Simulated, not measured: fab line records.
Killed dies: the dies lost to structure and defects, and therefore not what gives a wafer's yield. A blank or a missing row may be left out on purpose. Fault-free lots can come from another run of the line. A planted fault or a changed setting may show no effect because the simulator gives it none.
The tool behind it: which one? || flow berkeley_cmos170 || 42 wafers from 14 lots sampled at 3 of the route's 331 steps

== WHAT THE GAUGES READ, wafer by wafer ==
UCB170_GATE_OVL_MEAS_13. Usual: GATE_OVL 0 nm, standard deviation 5.
{"lot": "L929", "measured": "day 6 12:36", "on": "overlay-01", "GATE_OVL (nm)": "2 1 -3", "flag": ""}
{"lot": "L928", "measured": "day 6 12:53", "on": "overlay-02", "GATE_OVL (nm)": "-1 -4 -6", "flag": ""}
{"lot": "L930", "measured": "day 6 15:23", "on": "overlay-01", "GATE_OVL (nm)": "-6 3 -2", "flag": ""}
{"lot": "L931", "measured": "day 6 17:05", "on": "overlay-01", "GATE_OVL (nm)": "-1 0 0", "flag": ""}
{"lot": "L934", "measured": "day 7 16:53", "on": "overlay-02", "GATE_OVL (nm)": "2 2 9", "flag": ""}
{"lot": "L935", "measured": "day 7 17:41", "on": "overlay-02", "GATE_OVL (nm)": "11 7 3", "flag": ""}
{"lot": "L937", "measured": "day 8 13:50", "on": "overlay-02", "GATE_OVL (nm)": "-4 -12 -1", "flag": ""}
{"lot": "L938", "measured": "day 8 14:23", "on": "overlay-01", "GATE_OVL (nm)": "-4 5 3", "flag": ""}
{"lot": "L941", "measured": "day 9 05:50", "on": "overlay-02", "GATE_OVL (nm)": "7 -3 -2", "flag": ""}
{"lot": "L942", "measured": "day 9 05:10", "on": "overlay-02", "GATE_OVL (nm)": "-1 1 2", "flag": ""}
{"lot": "L943", "measured": "day 9 05:34", "on": "overlay-02", "GATE_OVL (nm)": "1 -2 -8", "flag": ""}
{"lot": "L946", "measured": "day 10 00:24", "on": "overlay-01", "GATE_OVL (nm)": "7 15 7", "flag": ""}
{"lot": "L948", "measured": "day 10 00:11", "on": "overlay-01", "GATE_OVL (nm)": "-3 0 2", "flag": ""}
{"lot": "L949", "measured": "day 10 16:56", "on": "overlay-02", "GATE_OVL (nm)": "-1 0 3", "flag": ""}

UCB170_M3_CD_MEAS_15: the cd target is 700 nm. Usual: 699.8 nm for cd_nm, sd 1.5.
{"lot": "L929", "measured": "day 8 06:41", "on": "cd_sem-02", "cd_nm (nm)": "699.2 698.3 699.2", "flag": ""}
{"lot": "L928", "measured": "day 8 08:09", "on": "cd_sem-01", "cd_nm (nm)": "697.3 695.3 696.2", "flag": ""}
{"lot": "L930", "measured": "day 8 07:21", "on": "cd_sem-02", "cd_nm (nm)": "700.3 700.3 698.6", "flag": ""}
{"lot": "L931", "measured": "day 8 08:38", "on": "cd_sem-01", "cd_nm (nm)": "700.6 699.8 700.8", "flag": ""}
{"lot": "L934", "measured": "day 9 05:53", "on": "cd_sem-02", "cd_nm (nm)": "700.0 701.0 700.5", "flag": ""}
{"lot": "L935", "measured": "day 9 08:57", "on": "cd_sem-01", "cd_nm (nm)": "699.4 699.0 700.0", "flag": ""}
{"lot": "L937", "measured": "day 10 10:55", "on": "cd_sem-02", "cd_nm (nm)": "699.8 699.9 701.2", "flag": ""}
{"lot": "L938", "measured": "day 10 10:39", "on": "cd_sem-01", "cd_nm (nm)": "703.2 703.4 702.3", "flag": ""}
{"lot": "L941", "measured": "day 11 05:36", "on": "cd_sem-01", "cd_nm (nm)": "698.7 696.5 697.2", "flag": ""}
{"lot": "L942", "measured": "day 11 03:46", "on": "cd_sem-02", "cd_nm (nm)": "700.1 700.3 700.0", "flag": ""}
{"lot": "L943", "measured": "day 11 05:19", "on": "cd_sem-01", "cd_nm (nm)": "700.1 698.2 700.2", "flag": ""}
{"lot": "L946", "measured": "day 11 19:17", "on": "cd_sem-01", "cd_nm (nm)": "698.1 699.0 698.3", "flag": ""}
{"lot": "L948", "measured": "day 11 19:35", "on": "cd_sem-02", "cd_nm (nm)": "698.2 701.1 698.8", "flag": ""}
{"lot": "L949", "measured": "day 12 07:55", "on": "cd_sem-01", "cd_nm (nm)": "698.8 699.4 698.8", "flag": ""}

== WHICH TOOL RAN EACH LOT (tool, then ch and the chambers of the sampled wafers, then the start) ==
{"lot": "L929", "UCB170_ACTIVE_SOFTBAKE_09": "litho_track-03 ch 0, day 4 14:32"}
{"lot": "L928", "UCB170_ACTIVE_SOFTBAKE_09": "litho_track-01 ch 0, day 4 14:47"}
{"lot": "L930", "UCB170_ACTIVE_SOFTBAKE_09": "litho_track-03 ch 0, day 4 22:13"}
{"lot": "L931", "UCB170_ACTIVE_SOFTBAKE_09": "litho_track-01 ch 0, day 4 22:16"}
{"lot": "L934", "UCB170_ACTIVE_SOFTBAKE_09": "litho_track-01 ch 0, day 5 16:33"}
{"lot": "L935", "UCB170_ACTIVE_SOFTBAKE_09": "litho_track-04 ch 0, day 5 16:38"}
{"lot": "L937", "UCB170_ACTIVE_SOFTBAKE_09": "litho_track-03 ch 0, day 6 10:27"}
{"lot": "L938", "UCB170_ACTIVE_SOFTBAKE_09": "litho_track-01 ch 0, day 6 14:55"}
{"lot": "L941", "UCB170_ACTIVE_SOFTBAKE_09": "litho_track-04 ch 0, day 7 06:21"}
{"lot": "L942", "UCB170_ACTIVE_SOFTBAKE_09": "litho_track-03 ch 0, day 7 10:12"}
{"lot": "L943", "UCB170_ACTIVE_SOFTBAKE_09": "litho_track-04 ch 0, day 7 10:21"}
{"lot": "L946", "UCB170_ACTIVE_SOFTBAKE_09": "litho_track-03 ch 0, day 7 23:55"}
{"lot": "L948", "UCB170_ACTIVE_SOFTBAKE_09": "litho_track-04 ch 0, day 8 09:41"}
{"lot": "L949", "UCB170_ACTIVE_SOFTBAKE_09": "litho_track-03 ch 0, day 8 15:27"}
- UCB170_ACTIVE_SOFTBAKE_09: time 60 s.

== AS READ BY THE TOOLS THEMSELVES (means over the sampled wafers that have a number; for cases with no such wafer, the mark the record gives instead) ==
UCB170_ACTIVE_SOFTBAKE_09. Usual: heater_power_total_W 56.81 W, standard deviation 0.044; run_length_s 89.33 s, standard deviation 0.23.
{"lot": "L929", "tool": "litho_track-03", "heater_power_total_W (W)": 56.81, "run_length_s (s)": 89.66, "flag": ""}
{"lot": "L928", "tool": "litho_track-01", "heater_power_total_W (W)": 56.81, "run_length_s (s)": 89.36, "flag": ""}
{"lot": "L930", "tool": "litho_track-03", "heater_power_total_W (W)": 56.83, "run_length_s (s)": 89.56, "flag": ""}
{"lot": "L931", "tool": "litho_track-01", "heater_power_total_W (W)": 56.83, "run_length_s (s)": 89.33, "flag": ""}
{"lot": "L934", "tool": "litho_track-01", "heater_power_total_W (W)": 56.81, "run_length_s (s)": 89.28, "flag": ""}
{"lot": "L935", "tool": "litho_track-04", "heater_power_total_W (W)": 56.83, "run_length_s (s)": 89.00, "flag": ""}
{"lot": "L937", "tool": "litho_track-03", "heater_power_total_W (W)": 56.85, "run_length_s (s)": 89.62, "flag": ""}
{"lot": "L938", "tool": "litho_track-01", "heater_power_total_W (W)": 56.79, "run_length_s (s)": 89.40, "flag": ""}
{"lot": "L941", "tool": "litho_track-04", "heater_power_total_W (W)": 56.79, "run_length_s (s)": 89.02, "flag": ""}
{"lot": "L942", "tool": "litho_track-03", "heater_power_total_W (W)": 56.79, "run_length_s (s)": 89.58, "flag": ""}
{"lot": "L943", "tool": "litho_track-04", "heater_power_total_W (W)": 56.75, "run_length_s (s)": 89.08, "flag": ""}
{"lot": "L946", "tool": "litho_track-03", "heater_power_total_W (W)": 59.97, "run_length_s (s)": 78.87, "flag": "OFF"}
{"lot": "L948", "tool": "litho_track-04", "heater_power_total_W (W)": 56.80, "run_length_s (s)": 89.11, "flag": ""}
{"lot": "L949", "tool": "litho_track-03", "heater_power_total_W (W)": 59.99, "run_length_s (s)": 78.86, "flag": "OFF"}

== THE ANSWER, worked out from the rows above alone ==
Rule: take the mean of a lot's wafers that have a number; if it is more than 3 standard deviations from the usual mean, the lot is off. Also off: a lot with no number at a reading for which 4 or more lots have one. The other lots that the step has rows for count as sound. First the gauges in route order, then the tools' own readings, where a lot's mean is used as printed above. At the first step where some lot is off, the reading lying furthest off is the one used; lots without a number count as furthest.
Off at UCB170_ACTIVE_SOFTBAKE_09 (heater_power_total_W): L946, L949.
A tool fits if, at that step or a process step before it, it ran every lot that is off, and no sound lot after the first of them. One fits: UCB170_ACTIVE_SOFTBAKE_09 on litho_track-03. Its last sound lot is L942 (day 7 10:12), its first lot that is off L946 (day 7 23:55): a fault that began between those two fits.
The tool's own readings at UCB170_ACTIVE_SOFTBAKE_09 bear it out: on the lots that are off they differ by more than 5 times the standard deviation of the sound lots' means. heater_power_total_W reads 59.98 W there against 56.81 W on the sound lots; run_length_s reads 78.87 s there against 89.33 s on the sound lots.

== WHAT THE SIMULATOR HAD INSERTED ==
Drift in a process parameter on litho_track-03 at UCB170_ACTIVE_SOFTBAKE_09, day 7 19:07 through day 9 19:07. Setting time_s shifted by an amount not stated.
Lots struck among those shown: L946, L949. The rule above reached the same finding.
